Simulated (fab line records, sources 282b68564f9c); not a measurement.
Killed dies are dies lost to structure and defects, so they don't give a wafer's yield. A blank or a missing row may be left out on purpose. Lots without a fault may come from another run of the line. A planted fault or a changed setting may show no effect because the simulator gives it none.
fab line records | flow rit_cmos
record lots=7 wafers=21 last_day=5
route steps=202 shown PWELL@44 WELLDRIVE@50 NWELL@51 NRETRO@53 M1@202
lots that met no fault: from a run of the same line without faults
start_h: hours from the record's first day to the start of the lot's first wafer shown | wait_h: hours since the lot's step before | " the same as in the row above | L1.1+2: a row that stands for several wafers | - no value, or no start given | * or withheld: withheld | < > ~ a bound
route shown NAME@n: a module of which the file shows steps, and the number in the route of the first | usual: mean/standard deviation of fault-free wafers | same: alike in all rows | chamber/n: place in a boat | sites: the reading at each site | _std_site: their standard deviation | _edge_site: outer sites' mean less inner sites' | radius_mm: how far each site lies from the wafer's centre | mask NAME#n: copy n | behind: the tool/chamber that last shaped the wafer | hold: why the lot was held/for how many hours/how that ended | device: the transistor (n, p or np) that didn't switch | end of line: the same wafers' tests at the end of the route | a step without rows: its recipe alone | killed: dies lost to structure and defects at the first sort, not the wafer's yield | map: a wafer's dies, x killed, . not, _ none there
set.NAME: the setting as run; set.NAME@STEP: as run at that earlier step | model.NAME: the simulator's own value behind a step, which no gauge read
lots at some steps of the route; a table a step, a row a wafer
services: from which hour (start_h, from the record's first day; less than 0 if before it) a tool's chamber was out of use, for how many hours, and why
## steps
# step RIT_PWELL_DEVELOP_05
# recipe resist=NOVOLAK develop_time_s=68 dev_temp_c=23
# step RIT_PWELL_OVL_MEAS_06
# usual PWELL_OVL=-0.9/1.3
# columns lot.wafer tool chamber start_h wait_h PWELL_OVL[nm]
L264.2 overlay-02 - 22.78 - -0.4
L264.3 " - " " -0.9
L264.4 " - " " -2.5
L267.1 overlay-02 - 37.15 - -2.2
L267.5 " - " " -2.6
L267.6 " - " " -0.7
L272.4 overlay-01 - 62.08 - -1.7
L272.5 " - " " -2.6
L272.6 " - " " -2.4
L278.1 overlay-01 - 93.33 - -0.6
L278.4 " - " " -0.5
L278.5 " - " " -3.1
L279.1 overlay-02 - 97.89 - -0.7
L279.2 " - " " 1.8
L279.4 " - " " 0.6
L280.2 overlay-02 - 103.87 - -0.9
L280.3 " - " " 2.2
L280.6 " - " " -1.5
L284.2 overlay-02 - 122.61 - 0.5
L284.4 " - " " -2.4
L284.6 " - " " -2.1
# step RIT_PWELL_HARDBAKE_07
# recipe resist=NOVOLAK temp_c=140 time_s=120
# step RIT_PWELL_IMPLANT_08
# recipe species=B energy_kev=170 dose_cm2=7.048e+13 tilt_deg=7
# step RIT_PWELL_STRIP_09
# recipe chemistry=O2 time_s=180 resist=NOVOLAK platen_temp_c=withheld power_w=500 pressure_mtorr=4000 o2_flow_sccm=4000
# usual drypump_motor_current_A=5.3/0.38
# columns lot.wafer tool chamber start_h wait_h drypump_motor_current_A rf_hours_counter_h
L264.2 plasma_asher-04 0 23.21 0.1 4.8 38
L264.3 " 0 " " 4.8 -
L264.4 " 1 " " 5.4 -
L267.1 plasma_asher-01 1 37.58 0.1 5.3 39
L267.5 " 0 " " 5.1 -
L267.6 " 1 " " 5.3 -
L272.4 plasma_asher-02 1 62.55 0.1 4.9 -
L272.5 " 1 " " 4.9 -
L272.6 " 0 " " 5.9 -
L278.1 plasma_asher-02 0 93.76 0.1 5.9 44
L278.4 " 1 " " 4.9 -
L278.5 " 1 " " 4.9 -
L279.1 plasma_asher-02 0 98.33 0.1 5.9 44
L279.2 " 1 " " 4.9 44
L279.4 " 0 " " 5.9 -
L280.2 plasma_asher-02 0 104.30 0.1 5.9 45
L280.3 " 1 " " 4.9 -
L280.6 " 0 " " 5.9 -
L284.2 plasma_asher-01 1 123.04 0.1 5.3 48
L284.4 " 0 " " 5.1 -
L284.6 " 0 " " 5.1 -
# step RIT_PWELL_TW_MEAS_10
# usual PWELL_TW=962/9.4
# columns lot.wafer tool chamber start_h wait_h PWELL_TW
L264.2 film_metro-03 - 23.39 0.1 962
L264.3 " - " " 958
L264.4 " - " " 969
L267.1 film_metro-03 - 37.76 0.1 956
L267.5 " - " " 956
L267.6 " - " " 960
L272.4 film_metro-03 - 62.70 0.1 968
L272.5 " - " " 966
L272.6 " - " " 964
L278.1 film_metro-02 - 93.94 0.1 954
L278.4 " - " " 957
L278.5 " - " " 955
L279.1 film_metro-03 - 98.50 0.1 955
L279.2 " - " " 951
L279.4 " - " " 953
L280.2 film_metro-03 - 104.48 0.1 951
L280.3 " - " " 953
L280.6 " - " " 952
L284.2 film_metro-03 - 123.23 0.1 961
L284.4 " - " " 957
L284.6 " - " " 960
# step RIT_WELLDRIVE_ANNEAL_00
# recipe temp_c=1100 time_s=14700 ambient=N2
# step RIT_WELLDRIVE_RS_MEAS_01
# recipe thk_meas_gauge=four-point-probe
# usual NWELL_RS=275.7/0.8
# columns lot.wafer tool chamber start_h wait_h NWELL_RS[ohm/sq]
L264.2 film_metro-03 - 29.23 0.0 276.1
L264.3 " - " " 275.8
L264.4 " - " " 276.1
L267.1 film_metro-02 - 43.45 0.0 276.3
L267.5 " - " " 276.7
L267.6 " - " " 276.1
L272.4 film_metro-03 - 67.87 0.1 274.9
L272.5 " - " " 275.4
L272.6 " - " " 275.5
L278.1 film_metro-03 - 99.25 0.0 275.8
L278.4 " - " " 276.1
L278.5 " - " " 276.1
L279.1 film_metro-04 - 103.81 0.0 276.5
L279.2 " - " " 276.5
L279.4 " - " " 276.3
L280.2 film_metro-02 - 109.98 0.0 276.8
L280.3 " - " " 276.8
L280.6 " - " " 276.6
L284.2 film_metro-02 - 128.38 0.0 276.1
L284.4 " - " " 276.3
L284.6 " - " " 275.5
# step RIT_WELLDRIVE_RS_MEAS_02
# recipe thk_meas_gauge=four-point-probe
# usual PWELL_RS=427.8/1.4
# columns lot.wafer tool chamber start_h wait_h PWELL_RS[ohm/sq]
L264.2 film_metro-03 - 29.35 0.1 428.4
L264.3 " - " " 428.8
L264.4 " - " " 429.5
L267.1 film_metro-02 - 43.57 0.1 428.5
L267.5 " - " " 427.9
L267.6 " - " " 428.6
L272.4 film_metro-03 - 67.99 0.1 425.6
L272.5 " - " " 425.0
L272.6 " - " " 424.7
L278.1 film_metro-03 - 99.37 0.1 425.6
L278.4 " - " " 425.2
L278.5 " - " " 424.3
L279.1 film_metro-04 - 103.93 0.1 427.9
L279.2 " - " " 428.2
L279.4 " - " " 429.4
L280.2 film_metro-02 - 110.10 0.1 426.5
L280.3 " - " " 426.9
L280.6 " - " " 427.5
L284.2 film_metro-02 - 128.50 0.1 427.4
L284.4 " - " " 427.0
L284.6 " - " " 427.2
# step RIT_NRETRO_HMDS_00
# recipe prime_time_s=60 prime_temp_c=140
# step RIT_NRETRO_COAT_01
# recipe resist=NOVOLAK spin_rpm=2000 resist_thk_nm=1300
# step RIT_NRETRO_SOFTBAKE_02
# recipe resist=NOVOLAK temp_c=90 time_s=60
# step RIT_NRETRO_EXPOSE_03
# recipe mask_id=M4 na=0.57 target_cd_nm=43900 dose_mj=250
# same na=0.57
# columns lot.wafer tool chamber start_h wait_h mask model.NRETRO.overlay_x_nm
L264.2+3+4 iline_stepper-01 0 30.05 0.2 M4#0 -0.5669
L267.1+5+6 iline_stepper-02 0 44.14 0.1 M4#0 1.066
L272.4+5+6 iline_stepper-02 0 68.69 0.2 M4#0 -0.3465
L278.1+4+5 iline_stepper-02 0 99.94 0.1 M4#0 -0.1186
L279.1+2+4 iline_stepper-01 0 104.66 0.2 M4#0 1.5e+04
L280.2+3+6 iline_stepper-01 0 110.73 0.2 M4#0 1.5e+04
L284.2+4+6 iline_stepper-01 0 129.19 0.2 M4#0 1.5e+04
# step RIT_NRETRO_PEB_04
# recipe resist=NOVOLAK temp_c=withheld time_s=withheld
# step RIT_NRETRO_DEVELOP_05
# recipe resist=NOVOLAK develop_time_s=68 dev_temp_c=23
# step RIT_NRETRO_OVL_MEAS_06
# usual NRETRO_OVL=-0.7/1.4
# columns lot.wafer tool chamber start_h wait_h hold NRETRO_OVL[nm]
L264.2 overlay-02 - 30.46 - - -3.1
L264.3 " - " " - -2.0
L264.4 " - " " - -1.2
L267.1 overlay-01 - 44.57 - - 0.9
L267.5 " - " " - 0.9
L267.6 " - " " - 0.5
L272.4 overlay-02 - 69.08 - - -1.3
L272.5 " - " " - 1.9
L272.6 " - " " - 0.0
L278.1 overlay-02 - 100.37 - - 0.6
L278.4 " - " " - -0.6
L278.5 " - " " - 0.7
L279.1 overlay-01 - 105.09 - await_dispo/0.2h/release -
L279.2 " - " " await_dispo/0.2h/release -
L279.4 " - " " await_dispo/0.2h/release -
L279.1 overlay-01 - 105.30 0.2 - -
L279.2 " - " " - -
L279.4 " - " " - -
L280.2 overlay-01 - 111.14 - await_dispo/0.2h/release -
L280.3 " - " " await_dispo/0.2h/release -
L280.6 " - " " await_dispo/0.2h/release -
L280.2 overlay-01 - 111.35 0.2 - -
L280.3 " - " " - -
L280.6 " - " " - -
L284.2 overlay-02 - 129.61 - await_dispo/0.2h/release -
L284.4 " - " " await_dispo/0.2h/release -
L284.6 " - " " await_dispo/0.2h/release -
L284.2 overlay-02 - 129.81 0.2 - -
L284.4 " - " " - -
L284.6 " - " " - -
# step RIT_M1_PROBE_99
# usual defect_limited_yield=97.2/1.2 killed_at_front_end=7/3.2 killed_dies=7/3.2 killed_open=3.6/1.9 killed_short=3.6/2 sort_bin_3_pad_short=0.1/0.22 sort_bin_5_function=1.6/0.93 sort_bin_6_memory=1.0/0.66 sort_n_pass=257/3.2 sort_yield_pct=97.2/1.2
# same gross_dies=264 killed_at_M0_to_M3=0 killed_at_M4_up=0 killed_at_back_side=0 killed_at_contacts=0 killed_at_other=0
# columns lot.wafer tool chamber start_h wait_h defect_limited_yield[%] killed_at_front_end killed_dies killed_open killed_short sort_bin_3_pad_short[%] sort_bin_5_function[%] sort_bin_6_memory[%] sort_n_pass sort_yield_pct[%]
L264.2 prober-02 - 59.04 0.1 94.7 14 14 9 5 0 3.8 1.5 250 94.7
L264.3 prober-02 - 59.09 0.2 97.0 8 8 5 3 0 3.0 0 256 97.0
L264.4 prober-02 - 59.14 0.2 95.8 11 11 7 4 0 2.3 1.9 253 95.8
L267.1 prober-01 - 71.53 0.1 97.7 6 6 1 5 0.4 1.1 0.8 258 97.7
L267.5 prober-01 - 71.73 0.2 96.6 9 9 5 4 0 1.5 1.9 255 96.6
L267.6 prober-01 - 71.78 0.2 95.8 11 11 4 7 0 3.8 0.4 253 95.8
L272.4 prober-02 - 99.77 0.2 98.9 3 3 2 1 0 0.4 0.8 261 98.9
L272.5 prober-02 - 99.82 0.2 98.9 3 3 2 1 0.4 0.8 0 261 98.9
L272.6 prober-02 - 99.87 0.2 96.2 10 10 5 5 0.4 1.9 1.5 254 96.2
L278.1 prober-02 - 130.65 0.1 96.6 9 9 4 5 0 1.9 1.5 255 96.6
L278.4 prober-02 - 130.80 0.2 97.7 6 6 5 1 0 2.3 0 258 97.7
L278.5 prober-02 - 130.85 0.2 96.6 9 9 5 4 0.4 1.1 1.9 255 96.6
# killed by level:class
L264.2 GATE:geometric_particle:short=4 FOX2:geometric_particle:open=2 GATE:geometric_particle:open=2 REOX:geometric_particle:open=2 FOX1:geometric_particle:short=1 FOX1:geometric_particle:open=1 SPACER:geometric_particle:open=1 SILICIDE:geometric_particle:open=1
L264.3 FOX1:geometric_particle:open=2 FOX2:geometric_particle:open=1 GATE:geometric_particle:short=1 REOX:geometric_particle:short=1 SPACER:geometric_particle:open=1 SILICIDE:geometric_particle:short=1 SILICIDE:geometric_particle:open=1
L264.4 SPACER:geometric_particle:open=3 FOX2:geometric_particle:open=2 GATE:geometric_particle:short=2 FOX1:geometric_particle:short=1 FOX2:geometric_particle:short=1 GATE:geometric_particle:open=1 SILICIDE:geometric_particle:open=1
L267.1 GATE:geometric_particle:short=3 FOX2:geometric_particle:open=1 FOX2:geometric_particle:short=1 SPACER:geometric_particle:short=1
L267.5 SPACER:geometric_particle:open=2 SILICIDE:geometric_particle:open=2 FOX1:geometric_particle:open=1 FOX1:geometric_particle:short=1 FOX2:geometric_particle:short=1 GATE:geometric_particle:short=1 SILICIDE:geometric_particle:short=1
L267.6 GATE:geometric_particle:short=4 SILICIDE:geometric_particle:open=3 REOX:geometric_particle:short=2 FOX1:geometric_particle:open=1 SILICIDE:geometric_particle:short=1
L272.4 GATE:geometric_particle:short=1 GATE:geometric_particle:open=1 SPACER:geometric_particle:open=1
L272.5 GATE:geometric_particle:open=1 GATE:geometric_particle:short=1 SPACER:geometric_particle:open=1
L272.6 SILICIDE:geometric_particle:open=3 FOX1:geometric_particle:short=2 FOX1:geometric_particle:open=1 GATE:geometric_particle:open=1 GATE:geometric_particle:short=1 SPACER:geometric_particle:short=1 SILICIDE:geometric_particle:short=1
L278.1 GATE:geometric_particle:short=2 ACTIVE:geometric_particle:open=1 FOX2:geometric_particle:open=1 FOX2:geometric_particle:short=1 GATE:geometric_particle:open=1 SPACER:geometric_particle:short=1 SPACER:geometric_particle:open=1 SILICIDE:geometric_particle:short=1
L278.4 REOX:geometric_particle:open=3 GATE:geometric_particle:open=2 SPACER:geometric_particle:short=1
L278.5 FOX1:geometric_particle:short=2 FOX1:geometric_particle:open=2 SILICIDE:geometric_particle:short=2 FOX2:geometric_particle:open=1 SPACER:geometric_particle:open=1 SILICIDE:geometric_particle:open=1
## services
# columns tool chamber start_h hours kind
iline_stepper-02 - 49.76 1.7 pm
plasma_asher-01 - 71.10 1.1 repair
plasma_asher-04 - 93.70 0.7 repair
plasma_asher-04 - 108.75 9.0 pm
plasma_asher-04 0 108.75 9.0 vent_cycle
plasma_asher-04 1 108.75 9.0 vent_cycle
plasma_asher-04 - 117.75 2.8 pm
plasma_asher-04 0 117.75 - clean
plasma_asher-04 1 117.75 - clean
## key
first_sign step=RIT_NRETRO_OVL_MEAS_06 reading=visit direction=added
effect step=RIT_NRETRO_OVL_MEAS_06 reading=hold direction=added
model_effect step=RIT_NRETRO_EXPOSE_03 value=NRETRO.overlay_x_nm without=0.3725 struck=1.5e+04
met_at RIT_NRETRO_EXPOSE_03
struck_wafers L279.1,L279.2,L279.4,L280.2,L280.3,L280.6,L284.2,L284.4,L284.6
scrapped_behind RIT_NRETRO_OVL_MEAS_06 L279.1,L279.2,L279.4,L280.2,L280.3,L280.6,L284.2,L284.4,L284.6
onset_between 30.05 104.66
also_fits time
fault kind=scanner_matching_overlay tool=iline_stepper-01 chamber=- onset_h=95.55 steps=RIT_NRETRO_EXPOSE_03 offset=14997
